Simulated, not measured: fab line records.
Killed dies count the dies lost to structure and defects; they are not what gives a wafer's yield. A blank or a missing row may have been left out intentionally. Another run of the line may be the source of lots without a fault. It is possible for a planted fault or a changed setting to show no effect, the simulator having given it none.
8D (eight disciplines) problem report, filled in by code | flow berkeley cmos170 | the parts of the form that need people (team, actions taken, sign-off) are left out

== 1. THE ISSUE ==
Mean PSD_TW at UCB170_PSD_TW_MEAS_10: 1931 over 9 wafers in 3 lots; fault-free wafers: 2330, standard deviation 12. Relative to the usual mean, that is a shift of -33 standard deviations.
First observed at day 10 17:54: wafer L378.2, on film metro-02. The record has a number at this step for 45 wafers belonging to 15 lots. The rule behind "out" and "out of limits": a value lying over 4 standard deviations away from the usual mean. The rest of the wafers with a number are treated as sound.

== 2. WHAT IT IS, WHAT IT ISN'T ==
question                    | is                           | is not
which readings at this step | PSD_TW                       | -
which lots                  | L378, L379, L382             | L361, L362, L365, L366, L367, L370, L371, L372, L373, L374, L375, L383
which wafers of those lots  | all that have a number       | -
read on which gauges        | film metro-02, film metro-03 | film metro-04
when                        | from day 10 17:54            | up to then (33 sound wafers); but 3 sound wafers of L383 came after

== 3. WHAT RULES OUT EACH SUSPECT ==
Counting: any tool at a process step up to the reading is kept as a suspect provided that every lot that is out went through it and no sound lot did after the first of them.
- the gauge at UCB170_PSD_TW_MEAS_10 is ruled out. The wafers that are out were read on 2 gauges (film metro-02, film metro-03).
- implanter-03 at UCB170_PSD_IMPLANT_08: kept. It ran every lot that is out, first L378 (day 10 17:40), and no sound lot after that; its last sound lot up to then is L374 (day 9 23:03). Its own readings are out on those wafers: dose ions cm2, end station pressure torr, faraday current uA.
- plasma asher-03 at UCB170_PSD_STRIP_09 (strips in O2): kept. It ran every lot that is out, first L378 (day 10 17:47), and no sound lot after that; its last sound lot up to then is L372 (day 9 06:58). Its own readings are out on those wafers: oes product au, strip time to endpoint s.
Remaining after the count are implanter-03 at UCB170_PSD_IMPLANT_08 and plasma asher-03 at UCB170_PSD_STRIP_09.

== 4. THE CAUSE (what the simulator had put in) ==
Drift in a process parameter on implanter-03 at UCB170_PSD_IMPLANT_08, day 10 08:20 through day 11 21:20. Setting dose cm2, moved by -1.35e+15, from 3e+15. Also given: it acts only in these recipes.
After counting, 2 suspects remain, this tool included.

== 5. SEQUENCE OF EFFECTS, ordered by route ==
Each row: a reading whose mean over the struck wafers that have a number lies more than 3 standard deviations from the usual. Only readings for which the record gives a usual standard deviation are gone through. hours: the time from each lot's start at the first step in this table that gives one to its start at this step, as a median over the lots. sigmas: the change in usual standard deviations.
hours | step                       | reading                   | usual         | on struck wafers | change    | sigmas
0     | UCB170_PSD_IMPLANT_08      | dose ions cm2             | 3e+15         | 2e+15            | -1e+15    | -99 or more
0     | UCB170_PSD_IMPLANT_08      | end station pressure torr | 1.26e-05 Torr | 8.97e-06         | -3.63e-06 | -5.8
0     | UCB170_PSD_IMPLANT_08      | faraday current uA        | 9246          | 5166             | -4080     | -23
0     | UCB170_PSD_STRIP_09        | oes product au            | 0.600 a.u.    | 0.691            | +0.091    | +21
0     | UCB170_PSD_STRIP_09        | strip time to endpoint s  | 29.41 s       | 23.59            | -5.82     | -64
0     | UCB170_PSD_TW_MEAS_10      | PSD_TW                    | 2330          | 1931             | -399      | -33
4     | UCB170_SDANNEAL_RS_MEAS_02 | PSD_RS                    | 75.5 ohm/sq   | 113.6            | +38.1     | +99 or more
Process steps it contains:
- UCB170_PSD_IMPLANT_08
- UCB170_PSD_STRIP_09: strips in O2.
Later steps that measure or inspect, where all struck wafers having a row at the step show a number for every such reading and not one has moved that far: UCB170_M2_OVL_MEAS_16, UCB170_M3_THK_MEAS_03, UCB170_M3_BOW_MEAS_20.

== 6. WHAT WOULD HAVE CAUGHT IT SOONER ==
10 hours passed between the start of the fault at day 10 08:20 and the first reading out of limits at a measuring or inspecting step in this record, taken at day 10 17:54.
Tool's own readings at UCB170_PSD_IMPLANT_08, dose ions cm2, end station pressure torr, faraday current uA: out on all struck wafers the step has rows for; an alarm limit on them would have tripped on the first.
Among the 3 lots that are out, L379, L382 began UCB170_PSD_IMPLANT_08 on implanter-03 after day 10 17:54. A hold on the tool at that time would have spared those 2.
